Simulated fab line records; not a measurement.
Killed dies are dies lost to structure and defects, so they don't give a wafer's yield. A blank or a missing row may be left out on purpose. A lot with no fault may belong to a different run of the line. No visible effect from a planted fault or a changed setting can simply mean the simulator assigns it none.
Matching of chambers | flow berkeley-cmos170 | UCB170_V1_CVD_00 on pecvd-01 has 3 sister chambers
The step deposits SiO2 from TEOS/O2, target thk 2000 nm, time 250 s. 6 wafers are shown with their chamber, then 9 later ones without.

EACH WAFER AND ITS CHAMBER
wafer  | chamber | heater-power-w (W) | susceptor-temp-C (C)
L801.1 | 0       | 305                | 389.93
L801.2 | 1       | 314                | 390.22
L801.4 | 2       | 365                | 389.85
L796.3 | 1       | 279                | 390.13
L796.4 | 2       | 372                | 390.21
L796.5 | 0       | 230                | 389.82

WAFERS WITH NO CHAMBER GIVEN
wafer  | heater-power-w (W) | susceptor-temp-C (C)
L798.1 | 367                | 389.92
L798.2 | 304                | 389.92
L798.4 | 223                | 390.12
L799.2 | 350                | 389.84
L799.4 | 318                | 389.84
L799.5 | 271                | 390.00
L797.1 | 274                | 390.21
L797.5 | 222                | 389.93
L797.6 | 218                | 390.12

CHAMBER TAKEN BY EACH
wafer  | from the rows above          | in truth
L798.1 | can't be placed: 2 or 1      | 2
L798.2 | can't be placed: 0 or 1 or 2 | 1
L798.4 | can't be placed: 0 or 1      | 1
L799.2 | can't be placed: 2 or 0 or 1 | 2
L799.4 | can't be placed: 0 or 2 or 1 | 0
L799.5 | can't be placed: 0 or 1      | 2
L797.1 | can't be placed: 1 or 0      | 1
L797.5 | can't be placed: 0 or 1      | 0
L797.6 | can't be placed: 0 or 1      | 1
Placed correctly: 0 of 9. These rows do not allow placing 9 (true chamber among the candidates in 8). Placed wrongly: 0.
How it was worked out, from the rows above alone: a wafer's distance from a chamber is the root of the sum, over the readings, of the square of ((its reading less the chamber's mean) divided by the reading's scatter). The wafer belongs to the nearest chamber; if the next one is less than 2 further off, it can't be placed. A chamber's mean is the mean of its shown wafers. The scatter: take each reading less its chamber's mean, square it, sum over the shown wafers, divide by the number of wafers less the number of chambers, and take the root.
